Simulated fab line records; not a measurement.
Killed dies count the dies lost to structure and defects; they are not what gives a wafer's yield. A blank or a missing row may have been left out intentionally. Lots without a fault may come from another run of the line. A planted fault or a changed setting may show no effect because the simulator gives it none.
Which of the tools did it? ; flow ritCmos ; Sampling: 7 lots, 21 wafers, 2 of 202 route steps

## WHAT EACH GAUGE READ, for each wafer
RIT_ACTIVE_THK_MEAS_02.
lot;measured;on;ACTIVE_OXIDE_THK (nm)
L620;day 2 01:13;filmMetro-03;47.0 46.2 46.1
L622;day 2 08:35;filmMetro-02;46.9 46.6 47.4
L624;day 2 19:20;filmMetro-04;36.2 35.5 35.8 36.1 35.5 35.8
L628;day 3 14:18;filmMetro-03;46.2 46.4 46.6
L633;day 4 19:05;filmMetro-03;47.4 46.8 47.7
L636;day 5 09:20;filmMetro-02;46.9 46.1 46.9
L638;day 5 18:38;filmMetro-02;46.7 46.9 47.5

## EACH LOT AND THE TOOL THAT RAN IT (in order: tool; ch and the chambers of the sampled wafers; start)
lot;RIT_ACTIVE_OXIDATION_01
L620;furnace-04 ch 0, day 1 23:16
L622;furnace-03 ch 0, day 2 06:40
L624;furnace-04 ch 0, day 2 17:23
L628;furnace-03 ch 0, day 3 12:21
L633;furnace-03 ch 0, day 4 17:10
L636;furnace-03 ch 0, day 5 07:23
L638;furnace-03 ch 0, day 5 16:41
- RIT_ACTIVE_OXIDATION_01: target thk 46.8 nm, ox time 3360 s.

## THE ANSWER, worked out from the rows above alone
Rule: what is usual is taken from the lots themselves. The widest of any qualifying gaps counts: lots, ordered by their means at a reading, are off when they make up no more than a third of the lots, leave a main group of 4 or more, and stand apart from it by 3 or more times the standard deviation of that group's means. If all means in a main group match to the digits the tables above print for the reading, that group is not used. Also off: a lot with no number at a reading for which 4 or more lots have one. Where the step has rows for the other lots, those lots are counted as sound.
Off: L624, seen at RIT_ACTIVE_THK_MEAS_02 (ACTIVE_OXIDE_THK). The main group has a mean of 46.8 nm with a standard deviation of 0.33.
If a tool, at a process step before that reading, ran all the lots that are off and no sound lot after the first of them, it fits. Those tools and the gauges at RIT_ACTIVE_THK_MEAS_02 are tried in the same way. This does not decide it: 2 tools fit, namely furnace-04 at RIT_ACTIVE_OXIDATION_01 and filmMetro-04 at RIT_ACTIVE_THK_MEAS_02.

## WHAT THE SIMULATOR HAD INSERTED
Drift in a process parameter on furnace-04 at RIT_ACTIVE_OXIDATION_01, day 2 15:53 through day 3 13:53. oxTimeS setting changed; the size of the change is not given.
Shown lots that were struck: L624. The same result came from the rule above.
